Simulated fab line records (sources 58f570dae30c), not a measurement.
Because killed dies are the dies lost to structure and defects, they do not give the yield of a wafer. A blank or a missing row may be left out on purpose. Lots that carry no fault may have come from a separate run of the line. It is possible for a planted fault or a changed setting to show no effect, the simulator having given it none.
Tool commonality check -- flow berkeleyCmos170 -- 15 lots and 45 wafers in the sample

THE REASON FOR OPENING IT
UCB170_SACOX_THK_MEAS_02, reading SACOX_OXIDE_THK: flagged on 3 of 15 lots. Wafers without a fault read 14.37 nm, standard deviation 0.21.
Rule: a lot gets a flag if all its wafers with a number sit over 4 standard deviations from that mean, or if no wafer of it has a number. The other lots count as sound.

lot,measured,on,"SACOX_OXIDE_THK (nm), wafer by wafer",flag
L541,day 5 03:07,filmMetro-04,14.30 14.16 14.43,
L540,day 5 03:10,filmMetro-01,14.32 14.54 14.34,
L544,day 5 17:58,filmMetro-01,14.53 14.65 14.73,
L543,day 5 18:01,filmMetro-01,14.37 14.28 14.30,
L545,day 5 22:01,filmMetro-03,13.78 14.02 14.09,
L546,day 6 09:29,filmMetro-04,14.58 14.70 14.73,
L547,day 6 21:19,filmMetro-04,14.43 14.62 14.43,
L548,day 6 21:20,filmMetro-03,14.32 14.28 14.38,
L551,day 7 05:31,filmMetro-03,14.04 14.36 14.23,
L550,day 7 08:27,filmMetro-01,23.18 23.35 23.09,FLAGGED
L552,day 7 12:41,filmMetro-03,22.41 22.65 22.34,FLAGGED
L553,day 8 01:46,filmMetro-01,22.57 22.86 22.56,FLAGGED
L561,day 9 12:45,filmMetro-04,14.54 14.53 14.76,
L562,day 9 12:47,filmMetro-01,14.30 14.28 14.55,
L563,day 9 12:49,filmMetro-04,14.36 14.19 14.33,
Average over the flagged lots: 22.78 nm; offset from the usual +8.41 nm, equal to +40 standard deviations.

TOOL THAT RAN EACH LOT
The record holds 1 process step before the reading, out of a route of 331 steps. Read each cell as the tool, then ch plus the chambers that the sampled wafers visited, then the start.
lot,flag,UCB170_SACOX_OXIDATION_01
L541,,"furnace-04 ch 0, day 5 01:26"
L540,,"furnace-04 ch 0, day 5 01:26"
L544,,"furnace-04 ch 0, day 5 16:17"
L543,,"furnace-04 ch 0, day 5 16:17"
L545,,"furnace-03 ch 0, day 5 20:21"
L546,,"furnace-01 ch 0, day 6 07:48"
L547,,"furnace-04 ch 0, day 6 19:40"
L548,,"furnace-04 ch 0, day 6 19:40"
L551,,"furnace-01 ch 0, day 7 03:51"
L550,FLAGGED,"furnace-01 ch 0, day 7 03:51"
L552,FLAGGED,"furnace-03 ch 0, day 7 07:51"
L553,FLAGGED,"furnace-04 ch 0, day 7 20:46"
L561,,"furnace-03 ch 0, day 9 11:05"
L562,,"furnace-03 ch 0, day 9 11:05"
L563,,"furnace-03 ch 0, day 9 11:05"
What is done by these steps:
- UCB170_SACOX_OXIDATION_01: target thk 14.4 nm, ox time 2400 s.
- UCB170_SACOX_THK_MEAS_02

FLAGGED AGAINST TOTAL, ONE TOOL AT A TIME (gauges that did the reading follow at the end)
step,tool,lots run,flagged,share of the flagged lots,sound lots run after its first flagged lot
UCB170_SACOX_OXIDATION_01,furnace-01,3,1,some,0
UCB170_SACOX_OXIDATION_01,furnace-03,5,1,some,"3 (L561,L562,L563)"
UCB170_SACOX_OXIDATION_01,furnace-04,7,1,some,0
UCB170_SACOX_THK_MEAS_02,filmMetro-01,6,2,some,1 (L562)
UCB170_SACOX_THK_MEAS_02,filmMetro-03,4,1,some,0
UCB170_SACOX_THK_MEAS_02,filmMetro-04,5,0,none,-

THE TABLE: WHAT IT ALLOWS
No row of the table ran every flagged lot.

WHAT HAD BEEN PUT IN BY THE SIMULATOR
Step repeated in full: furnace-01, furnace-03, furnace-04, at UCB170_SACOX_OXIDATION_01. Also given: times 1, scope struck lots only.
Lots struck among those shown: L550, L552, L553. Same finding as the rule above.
